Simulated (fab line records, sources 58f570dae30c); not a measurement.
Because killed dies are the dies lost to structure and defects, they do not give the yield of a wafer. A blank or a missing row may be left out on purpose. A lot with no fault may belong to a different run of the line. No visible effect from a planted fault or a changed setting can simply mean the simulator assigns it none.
Which tool did it? || flow berkeleyCmos170 || Sampling: 14 lots, 42 wafers, 7 of 331 route steps

WHAT THE GAUGES READ, wafer by wafer
UCB170_WELLDRIVE_THK_MEAS_02.
{"lot": "L205", "measured": "day 4 01:30", "on": "filmMetro-01", "WELLDRIVE_OXIDE_THK (nm)": "204 204 202"}
{"lot": "L208", "measured": "day 4 13:11", "on": "filmMetro-01", "WELLDRIVE_OXIDE_THK (nm)": "202 202 202"}
{"lot": "L207", "measured": "day 4 13:13", "on": "filmMetro-03", "WELLDRIVE_OXIDE_THK (nm)": "205 204 204"}
{"lot": "L210", "measured": "day 5 05:59", "on": "filmMetro-01", "WELLDRIVE_OXIDE_THK (nm)": "200 199 200"}
{"lot": "L209", "measured": "day 5 05:59", "on": "filmMetro-04", "WELLDRIVE_OXIDE_THK (nm)": "197 201 197"}
{"lot": "L212", "measured": "day 6 03:49", "on": "filmMetro-04", "WELLDRIVE_OXIDE_THK (nm)": "199 194 199"}
{"lot": "L215", "measured": "day 6 12:05", "on": "filmMetro-01", "WELLDRIVE_OXIDE_THK (nm)": "195 196 195"}
{"lot": "L216", "measured": "day 6 18:26", "on": "filmMetro-03", "WELLDRIVE_OXIDE_THK (nm)": "199 200 197"}
{"lot": "L218", "measured": "day 6 18:28", "on": "filmMetro-04", "WELLDRIVE_OXIDE_THK (nm)": "198 197 198"}
{"lot": "L219", "measured": "day 7 09:10", "on": "filmMetro-01", "WELLDRIVE_OXIDE_THK (nm)": "202 202 200"}
{"lot": "L223", "measured": "day 7 09:10", "on": "filmMetro-04", "WELLDRIVE_OXIDE_THK (nm)": "201 201 199"}
{"lot": "L222", "measured": "day 7 09:13", "on": "filmMetro-01", "WELLDRIVE_OXIDE_THK (nm)": "202 198 198"}
{"lot": "L220", "measured": "day 7 15:32", "on": "filmMetro-03", "WELLDRIVE_OXIDE_THK (nm)": "199 199 201"}
{"lot": "L227", "measured": "day 8 15:02", "on": "filmMetro-03", "WELLDRIVE_OXIDE_THK (nm)": "193 194 195"}

UCB170_SDANNEAL_RS_MEAS_02: uses a four-point probe to measure.
{"lot": "L205", "measured": "day 8 08:55", "on": "filmMetro-03", "PSD_RS (ohm/sq)": "75.6 75.4 75.4"}
{"lot": "L208", "measured": "day 8 12:02", "on": "filmMetro-02", "PSD_RS (ohm/sq)": "75.9 75.9 75.4"}
{"lot": "L207", "measured": "day 8 12:31", "on": "filmMetro-02", "PSD_RS (ohm/sq)": "76.0 75.9 75.7"}
{"lot": "L210", "measured": "day 9 00:41", "on": "filmMetro-03", "PSD_RS (ohm/sq)": "75.4 75.4 75.4"}
{"lot": "L209", "measured": "day 9 00:15", "on": "filmMetro-01", "PSD_RS (ohm/sq)": "75.4 75.5 75.5"}
{"lot": "L212", "measured": "day 9 23:59", "on": "filmMetro-02", "PSD_RS (ohm/sq)": "75.5 75.7 75.2"}
{"lot": "L215", "measured": "day 10 14:54", "on": "filmMetro-02", "PSD_RS (ohm/sq)": "76.2 76.2 76.1"}
{"lot": "L216", "measured": "day 10 13:33", "on": "filmMetro-02", "PSD_RS (ohm/sq)": "75.5 76.0 75.9"}
{"lot": "L218", "measured": "day 10 08:20", "on": "filmMetro-03", "PSD_RS (ohm/sq)": "74.9 75.0 74.9"}
{"lot": "L219", "measured": "day 11 07:08", "on": "filmMetro-02", "PSD_RS (ohm/sq)": "56.7 56.7 56.7"}
{"lot": "L223", "measured": "day 11 06:34", "on": "filmMetro-03", "PSD_RS (ohm/sq)": "75.8 75.5 75.9"}
{"lot": "L222", "measured": "day 11 06:50", "on": "filmMetro-01", "PSD_RS (ohm/sq)": "56.7 56.8 56.8"}
{"lot": "L220", "measured": "day 11 17:52", "on": "filmMetro-02", "PSD_RS (ohm/sq)": "75.0 74.9 75.1"}
{"lot": "L227", "measured": "day 12 08:08", "on": "filmMetro-03", "PSD_RS (ohm/sq)": "75.3 75.8 75.2"}

UCB170_SDANNEAL_RS_MEAS_03: uses a four-point probe to measure.
{"lot": "L205", "measured": "day 8 09:02", "on": "filmMetro-03", "NSD_RS (ohm/sq)": "37.27 37.23 37.29"}
{"lot": "L208", "measured": "day 8 12:09", "on": "filmMetro-02", "NSD_RS (ohm/sq)": "37.38 37.30 37.25"}
{"lot": "L207", "measured": "day 8 12:38", "on": "filmMetro-02", "NSD_RS (ohm/sq)": "37.42 37.42 37.42"}
{"lot": "L210", "measured": "day 9 00:48", "on": "filmMetro-03", "NSD_RS (ohm/sq)": "37.13 37.25 37.15"}
{"lot": "L209", "measured": "day 9 00:22", "on": "filmMetro-01", "NSD_RS (ohm/sq)": "37.28 37.35 37.43"}
{"lot": "L212", "measured": "day 10 00:06", "on": "filmMetro-02", "NSD_RS (ohm/sq)": "37.40 37.29 37.38"}
{"lot": "L215", "measured": "day 10 15:01", "on": "filmMetro-02", "NSD_RS (ohm/sq)": "37.39 37.37 37.40"}
{"lot": "L216", "measured": "day 10 13:40", "on": "filmMetro-02", "NSD_RS (ohm/sq)": "37.30 37.48 37.35"}
{"lot": "L218", "measured": "day 10 08:28", "on": "filmMetro-03", "NSD_RS (ohm/sq)": "37.30 37.41 37.19"}
{"lot": "L219", "measured": "day 11 07:15", "on": "filmMetro-02", "NSD_RS (ohm/sq)": "31.36 31.31 31.37"}
{"lot": "L223", "measured": "day 11 06:41", "on": "filmMetro-03", "NSD_RS (ohm/sq)": "37.44 37.34 37.39"}
{"lot": "L222", "measured": "day 11 06:57", "on": "filmMetro-01", "NSD_RS (ohm/sq)": "31.54 31.45 31.44"}
{"lot": "L220", "measured": "day 11 17:59", "on": "filmMetro-02", "NSD_RS (ohm/sq)": "37.22 37.23 37.23"}
{"lot": "L227", "measured": "day 12 08:15", "on": "filmMetro-03", "NSD_RS (ohm/sq)": "37.10 37.24 37.22"}

UCB170_SDANNEAL_RS_MEAS_04: uses a four-point probe to measure.
{"lot": "L205", "measured": "day 8 09:09", "on": "filmMetro-03", "PLDD_RS (ohm/sq)": "1030 1030 1030"}
{"lot": "L208", "measured": "day 8 12:16", "on": "filmMetro-02", "PLDD_RS (ohm/sq)": "1035 1036 1032"}
{"lot": "L207", "measured": "day 8 12:45", "on": "filmMetro-02", "PLDD_RS (ohm/sq)": "1036 1036 1038"}
{"lot": "L210", "measured": "day 9 00:55", "on": "filmMetro-03", "PLDD_RS (ohm/sq)": "1029 1034 1033"}
{"lot": "L209", "measured": "day 9 00:29", "on": "filmMetro-01", "PLDD_RS (ohm/sq)": "1034 1032 1033"}
{"lot": "L212", "measured": "day 10 00:13", "on": "filmMetro-02", "PLDD_RS (ohm/sq)": "1037 1035 1035"}
{"lot": "L215", "measured": "day 10 15:08", "on": "filmMetro-02", "PLDD_RS (ohm/sq)": "1033 1033 1034"}
{"lot": "L216", "measured": "day 10 13:47", "on": "filmMetro-02", "PLDD_RS (ohm/sq)": "1034 1036 1036"}
{"lot": "L218", "measured": "day 10 08:35", "on": "filmMetro-03", "PLDD_RS (ohm/sq)": "1030 1030 1029"}
{"lot": "L219", "measured": "day 11 07:22", "on": "filmMetro-02", "PLDD_RS (ohm/sq)": "968 965 968"}
{"lot": "L223", "measured": "day 11 06:49", "on": "filmMetro-03", "PLDD_RS (ohm/sq)": "1030 1026 1029"}
{"lot": "L222", "measured": "day 11 07:04", "on": "filmMetro-01", "PLDD_RS (ohm/sq)": "966 962 962"}
{"lot": "L220", "measured": "day 11 18:07", "on": "filmMetro-02", "PLDD_RS (ohm/sq)": "1034 1035 1033"}
{"lot": "L227", "measured": "day 12 08:22", "on": "filmMetro-03", "PLDD_RS (ohm/sq)": "1030 1032 1030"}

UCB170_V2_THK_MEAS_04.
{"lot": "L205", "measured": "day 9 03:26", "on": "filmMetro-01", "V2_POLISHED_THK (nm)": "1002.8 999.3 1001.3"}
{"lot": "L208", "measured": "day 9 06:58", "on": "filmMetro-01", "V2_POLISHED_THK (nm)": "1001.5 1001.4 1001.0"}
{"lot": "L207", "measured": "day 9 06:40", "on": "filmMetro-04", "V2_POLISHED_THK (nm)": "1001.3 998.3 1001.9"}
{"lot": "L210", "measured": "day 9 18:17", "on": "filmMetro-01", "V2_POLISHED_THK (nm)": "1000.1 1003.4 999.7"}
{"lot": "L209", "measured": "day 9 22:47", "on": "filmMetro-01", "V2_POLISHED_THK (nm)": "1000.1 998.5 998.9"}
{"lot": "L212", "measured": "day 10 15:53", "on": "filmMetro-03", "V2_POLISHED_THK (nm)": "999.5 999.5 999.8"}
{"lot": "L215", "measured": "day 11 11:23", "on": "filmMetro-01", "V2_POLISHED_THK (nm)": "1000.8 1000.0 1000.0"}
{"lot": "L216", "measured": "day 11 09:52", "on": "filmMetro-03", "V2_POLISHED_THK (nm)": "1001.6 1000.7 1002.9"}
{"lot": "L218", "measured": "day 11 01:49", "on": "filmMetro-04", "V2_POLISHED_THK (nm)": "1000.3 999.7 999.5"}
{"lot": "L219", "measured": "day 12 05:17", "on": "filmMetro-01", "V2_POLISHED_THK (nm)": "1001.6 1000.6 1000.7"}
{"lot": "L223", "measured": "day 12 04:40", "on": "filmMetro-01", "V2_POLISHED_THK (nm)": "1002.9 1000.1 1000.9"}
{"lot": "L222", "measured": "day 12 00:58", "on": "filmMetro-03", "V2_POLISHED_THK (nm)": "998.5 1000.7 999.6"}
{"lot": "L220", "measured": "day 12 10:39", "on": "filmMetro-01", "V2_POLISHED_THK (nm)": "1000.1 998.2 1000.3"}
{"lot": "L227", "measured": "day 12 23:40", "on": "filmMetro-03", "V2_POLISHED_THK (nm)": "997.5 1000.0 997.9"}

TOOL THAT RAN EACH LOT (tool first, then ch and the chambers of the sampled wafers, then the start)
{"lot": "L205", "UCB170_SDANNEAL_RTA_01": "rtpAnneal-02 ch 0, day 8 08:51", "UCB170_V1_STRIP_15": "plasmaAsher-01 ch 0,1, day 8 22:03"}
{"lot": "L208", "UCB170_SDANNEAL_RTA_01": "rtpAnneal-02 ch 0, day 8 11:59", "UCB170_V1_STRIP_15": "plasmaAsher-01 ch 0,1, day 9 03:20"}
{"lot": "L207", "UCB170_SDANNEAL_RTA_01": "rtpAnneal-01 ch 0, day 8 12:26", "UCB170_V1_STRIP_15": "plasmaAsher-03 ch 0,1, day 9 02:31"}
{"lot": "L210", "UCB170_SDANNEAL_RTA_01": "rtpAnneal-01 ch 0, day 9 00:37", "UCB170_V1_STRIP_15": "plasmaAsher-03 ch 0,1, day 9 13:47"}
{"lot": "L209", "UCB170_SDANNEAL_RTA_01": "rtpAnneal-02 ch 0, day 9 00:11", "UCB170_V1_STRIP_15": "plasmaAsher-03 ch 0,1, day 9 15:15"}
{"lot": "L212", "UCB170_SDANNEAL_RTA_01": "rtpAnneal-01 ch 0, day 9 23:56", "UCB170_V1_STRIP_15": "plasmaAsher-03 ch 0,1, day 10 11:27"}
{"lot": "L215", "UCB170_SDANNEAL_RTA_01": "rtpAnneal-01 ch 0, day 10 14:50", "UCB170_V1_STRIP_15": "plasmaAsher-02 ch 0,1, day 11 07:27"}
{"lot": "L216", "UCB170_SDANNEAL_RTA_01": "rtpAnneal-01 ch 0, day 10 13:30", "UCB170_V1_STRIP_15": "plasmaAsher-02 ch 0,1, day 11 04:51"}
{"lot": "L218", "UCB170_SDANNEAL_RTA_01": "rtpAnneal-02 ch 0, day 10 08:15", "UCB170_V1_STRIP_15": "plasmaAsher-03 ch 0,1, day 10 20:09"}
{"lot": "L219", "UCB170_SDANNEAL_RTA_01": "rtpAnneal-01 ch 0, day 11 07:04", "UCB170_V1_STRIP_15": "plasmaAsher-03 ch 0,1, day 12 01:20"}
{"lot": "L223", "UCB170_SDANNEAL_RTA_01": "rtpAnneal-02 ch 0, day 11 06:20", "UCB170_V1_STRIP_15": "plasmaAsher-02 ch 0,1, day 12 01:05"}
{"lot": "L222", "UCB170_SDANNEAL_RTA_01": "rtpAnneal-01 ch 0, day 11 06:46", "UCB170_V1_STRIP_15": "plasmaAsher-02 ch 0,1, day 11 21:28"}
{"lot": "L220", "UCB170_SDANNEAL_RTA_01": "rtpAnneal-02 ch 0, day 11 17:49", "UCB170_V1_STRIP_15": "plasmaAsher-01 ch 0,1, day 12 06:01"}
{"lot": "L227", "UCB170_SDANNEAL_RTA_01": "rtpAnneal-02 ch 0, day 12 08:04", "UCB170_V1_STRIP_15": "plasmaAsher-01 ch 0,1, day 12 20:05"}
- UCB170_SDANNEAL_RTA_01: time 5 s.
- UCB170_V1_STRIP_15: strips in O2.

WHAT THE TOOLS THEMSELVES READ (means of the sampled wafers that have a number; where no wafer has one, the mark that the record gives instead)
UCB170_SDANNEAL_RTA_01.
{"lot": "L205", "tool": "rtpAnneal-02", "chamberO2Ppm": 2.012, "lampPowerPct (%)": 32.15, "wafer_temp_C_max": 1054.7}
{"lot": "L208", "tool": "rtpAnneal-02", "chamberO2Ppm": 1.994, "lampPowerPct (%)": 32.14, "wafer_temp_C_max": 1053.8}
{"lot": "L207", "tool": "rtpAnneal-01", "chamberO2Ppm": 2.004, "lampPowerPct (%)": 32.23, "wafer_temp_C_max": 1055.5}
{"lot": "L210", "tool": "rtpAnneal-01", "chamberO2Ppm": 1.994, "lampPowerPct (%)": 32.26, "wafer_temp_C_max": 1055.3}
{"lot": "L209", "tool": "rtpAnneal-02", "chamberO2Ppm": 1.971, "lampPowerPct (%)": 32.14, "wafer_temp_C_max": 1053.2}
{"lot": "L212", "tool": "rtpAnneal-01", "chamberO2Ppm": 2.017, "lampPowerPct (%)": 32.22, "wafer_temp_C_max": 1054.6}
{"lot": "L215", "tool": "rtpAnneal-01", "chamberO2Ppm": 2.021, "lampPowerPct (%)": 32.23, "wafer_temp_C_max": 1054.6}
{"lot": "L216", "tool": "rtpAnneal-01", "chamberO2Ppm": 2.017, "lampPowerPct (%)": 32.23, "wafer_temp_C_max": 1053.3}
{"lot": "L218", "tool": "rtpAnneal-02", "chamberO2Ppm": 1.996, "lampPowerPct (%)": 32.13, "wafer_temp_C_max": 1053.0}
{"lot": "L219", "tool": "rtpAnneal-01", "chamberO2Ppm": 2.012, "lampPowerPct (%)": 32.22, "wafer_temp_C_max": 1054.7}
{"lot": "L223", "tool": "rtpAnneal-02", "chamberO2Ppm": 1.991, "lampPowerPct (%)": 32.15, "wafer_temp_C_max": 1054.0}
{"lot": "L222", "tool": "rtpAnneal-01", "chamberO2Ppm": 1.996, "lampPowerPct (%)": 32.23, "wafer_temp_C_max": 1054.1}
{"lot": "L220", "tool": "rtpAnneal-02", "chamberO2Ppm": 2.012, "lampPowerPct (%)": 32.15, "wafer_temp_C_max": 1053.6}
{"lot": "L227", "tool": "rtpAnneal-02", "chamberO2Ppm": 1.975, "lampPowerPct (%)": 32.12, "wafer_temp_C_max": 1053.7}

UCB170_V1_STRIP_15.
{"lot": "L205", "tool": "plasmaAsher-01", "drypumpMotorCurrentA (A)": 5.6, "oesProductAu (a.u.)": 0.725, "stripTimeToEndpointS (s)": 15.42}
{"lot": "L208", "tool": "plasmaAsher-01", "drypumpMotorCurrentA (A)": 5.5, "oesProductAu (a.u.)": 0.723, "stripTimeToEndpointS (s)": 15.41}
{"lot": "L207", "tool": "plasmaAsher-03", "drypumpMotorCurrentA (A)": 6.2, "oesProductAu (a.u.)": 0.723, "stripTimeToEndpointS (s)": 15.38}
{"lot": "L210", "tool": "plasmaAsher-03", "drypumpMotorCurrentA (A)": 6.2, "oesProductAu (a.u.)": 0.722, "stripTimeToEndpointS (s)": 15.51}
{"lot": "L209", "tool": "plasmaAsher-03", "drypumpMotorCurrentA (A)": 6.2, "oesProductAu (a.u.)": 0.724, "stripTimeToEndpointS (s)": 15.45}
{"lot": "L212", "tool": "plasmaAsher-03", "drypumpMotorCurrentA (A)": 6.2, "oesProductAu (a.u.)": 0.720, "stripTimeToEndpointS (s)": 15.30}
{"lot": "L215", "tool": "plasmaAsher-02", "drypumpMotorCurrentA (A)": 6.2, "oesProductAu (a.u.)": 0.720, "stripTimeToEndpointS (s)": 15.64}
{"lot": "L216", "tool": "plasmaAsher-02", "drypumpMotorCurrentA (A)": 6.2, "oesProductAu (a.u.)": 0.722, "stripTimeToEndpointS (s)": 15.43}
{"lot": "L218", "tool": "plasmaAsher-03", "drypumpMotorCurrentA (A)": 6.2, "oesProductAu (a.u.)": 0.719, "stripTimeToEndpointS (s)": 15.54}
{"lot": "L219", "tool": "plasmaAsher-03", "drypumpMotorCurrentA (A)": 6.2, "oesProductAu (a.u.)": 0.721, "stripTimeToEndpointS (s)": 15.37}
{"lot": "L223", "tool": "plasmaAsher-02", "drypumpMotorCurrentA (A)": 5.9, "oesProductAu (a.u.)": 0.723, "stripTimeToEndpointS (s)": 15.29}
{"lot": "L222", "tool": "plasmaAsher-02", "drypumpMotorCurrentA (A)": 5.9, "oesProductAu (a.u.)": 0.718, "stripTimeToEndpointS (s)": 15.27}
{"lot": "L220", "tool": "plasmaAsher-01", "drypumpMotorCurrentA (A)": 5.6, "oesProductAu (a.u.)": 0.724, "stripTimeToEndpointS (s)": 15.39}
{"lot": "L227", "tool": "plasmaAsher-01", "drypumpMotorCurrentA (A)": 5.5, "oesProductAu (a.u.)": 0.724, "stripTimeToEndpointS (s)": 15.42}

THE ANSWER, worked out from the rows above alone
Rule: the lots themselves supply what counts as usual. The widest of any qualifying gaps counts: lots, ordered by their means at a reading, are off when they make up no more than a third of the lots, leave a main group of 4 or more, and stand apart from it by 3 or more times the standard deviation of that group's means. A main group whose means are all the same, to the digits that the tables above print for the reading, isn't used. A lot without any number at a reading at which 4 lots or more have one is off too. The other lots that the step has rows for count as sound. First the gauges in route order, then the tools' own readings, where a lot's mean is used as printed above. At the first step where some lot is off, the reading lying furthest off is the one used; lots without a number count as furthest.
Off: L219, L222, at UCB170_SDANNEAL_RS_MEAS_02 (PSD_RS). Mean 75.5 ohm/sq and standard deviation 0.34 in the main group.
A tool fits if, at a process step before that reading, it ran every lot that is off, and no sound lot after the first of them. The gauges at UCB170_SDANNEAL_RS_MEAS_02 are tried like those tools. One fits: UCB170_SDANNEAL_RTA_01 on rtpAnneal-01. A fault onset in the window from L215 (day 10 14:50, its last sound lot) to L222 (day 11 06:46, its first lot off) fits.

WHAT THE SIMULATOR HAD PUT IN
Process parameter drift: rtpAnneal-01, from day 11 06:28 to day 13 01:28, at UCB170_SDANNEAL_RTA_01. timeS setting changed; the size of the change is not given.
Struck lots among those shown: L219, L222. The same result came from the rule above.
